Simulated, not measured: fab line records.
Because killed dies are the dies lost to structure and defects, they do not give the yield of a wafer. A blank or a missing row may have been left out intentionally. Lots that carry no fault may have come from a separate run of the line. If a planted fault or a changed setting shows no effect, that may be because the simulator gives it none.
8D (eight disciplines) problem report, filled in by code | flow berkeley_cmos170 | the parts of the form that need people (team, actions taken, sign-off) are left out

== 1. THE PROBLEM ==
Mean of heater_power_total_W at UCB170_CONTACT_SOFTBAKE_05: 46.67 W across 6 wafers in 2 lots; on wafers with no fault it is 56.80 W (standard deviation 0.042). So: -99 or more standard deviations from the usual mean.
The step: time 60 s.
Earliest sighting: wafer L926.3 on litho_track-03 at day 10 08:11. Wafers with a number at this step in the record: 42, from 14 lots. The rule behind "out" and "out of limits": a value lying over 4 standard deviations away from the usual mean. The other wafers with a number count as sound.

== 2. WHAT THIS IS AND IS NOT ==
question                    | is                                 | is not
which readings at this step | heater_power_total_W, plate_temp_C | -
which lots                  | L925, L926                         | L909, L910, L911, L912, L913, L916, L917, L919, L922, L927, L928, L932
which wafers of those lots  | all that have a number             | -
read on which tools         | litho_track-03                     | litho_track-01, litho_track-02
when                        | from day 10 08:11                  | up to then (27 sound wafers); but 9 sound wafers of L927, L928, L932 came after

== 3. THE SUSPECTS, EACH WITH WHAT RULES IT OUT ==
Counting: a tool stays on the suspect list if, at a process step up to the reading, it processed all lots that are out and no sound lot following the first of them.
- litho_track-03 at UCB170_CONTACT_SOFTBAKE_05 (time 60 s): kept. Every lot that is out went through it, starting with L926 (day 10 08:11), and after that it ran no sound lot; the last sound lot it ran before then is L917 (day 8 01:11). Its own heater_power_total_W, plate_temp_C readings are out on those wafers.
Remaining after the count: litho_track-03 at UCB170_CONTACT_SOFTBAKE_05.

== 4. THE CAUSE (what the simulator had put in) ==
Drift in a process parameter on litho_track-03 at UCB170_CONTACT_SOFTBAKE_05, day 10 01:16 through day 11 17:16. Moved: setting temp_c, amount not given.
After counting, this tool was the only one left.

== 5. SEQUENCE OF EFFECTS, ordered by route ==
Rows list readings where the struck wafers' mean (over those with a number) sits beyond 3 standard deviations from the usual. Readings are gone through only where the record gives a usual standard deviation; hours: the median, over the lots, of the time from a lot's start at the first step in this table giving one to that lot's start at this step; sigmas: the change measured in usual standard deviations.
hours | step                       | reading                  | usual    | on struck wafers | change | sigmas
0     | UCB170_CONTACT_SOFTBAKE_05 | heater_power_total_W     | 56.80 W  | 46.67            | -10.13 | -99 or more
0     | UCB170_CONTACT_SOFTBAKE_05 | plate_temp_C             | 130.04 C | 112.06           | -17.97 | -99 or more
0     | UCB170_CONTACT_STRIP_06    | strip_time_to_endpoint_s | 21.98 s  | 22.48            | +0.50  | +9.0
Here are the process steps it includes:
- UCB170_CONTACT_SOFTBAKE_05: time 60 s.
- UCB170_CONTACT_STRIP_06: strips in O2.

== 6. HOW IT WOULD HAVE BEEN CAUGHT EARLIER ==
In this record the first reading out of limits was taken at day 10 08:11, 7 hours after the fault began at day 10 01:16.
